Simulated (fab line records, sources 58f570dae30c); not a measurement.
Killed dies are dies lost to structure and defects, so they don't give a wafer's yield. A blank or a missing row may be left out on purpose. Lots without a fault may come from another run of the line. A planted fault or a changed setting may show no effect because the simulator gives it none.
Chamber matching | flow berkeley_cmos170 | UCB170_V1_ETCH_14 on rie_diel-03: 3 sister chambers
The step etches SiO2 in CHF3/CF4/Ar, stops on Al, target depth 1250 nm, time 291 s. 3 wafers are shown with their chamber, then 3 later ones without.

WAFERS WITH THEIR CHAMBER
wafer  | chamber | throttle_valve_pct (%)
L237.4 | 2       | 6.83
L235.1 | 0       | 6.81
L235.4 | 1       | 6.96

WAFERS WITHOUT THEIR CHAMBER
wafer  | throttle_valve_pct (%)
L247.3 | 6.96
L247.4 | 6.82
L248.5 | 6.82

WHICH CHAMBER EACH WENT THROUGH
wafer  | from the rows above     | in truth
L247.3 | 1                       | 1
L247.4 | can't be placed: 2 or 0 | 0
L248.5 | can't be placed: 2 or 0 | 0
Placed correctly: 1 of 3. Can't be placed from these rows: 2 (the true chamber is among the candidates in 2). Placed wrongly: 0.
How it was worked out, from the rows above alone: a wafer's distance from a chamber is the root of the sum, over the readings, of the square of ((its reading less the chamber's mean) divided by the reading's scatter). The wafer belongs to the nearest chamber; if the next one is less than 2 further off, it can't be placed. A chamber's mean is the mean of its shown wafers. The scatter: with one shown wafer a chamber, the root of the mean of the squares of how far each hidden wafer lies from its nearest shown one.
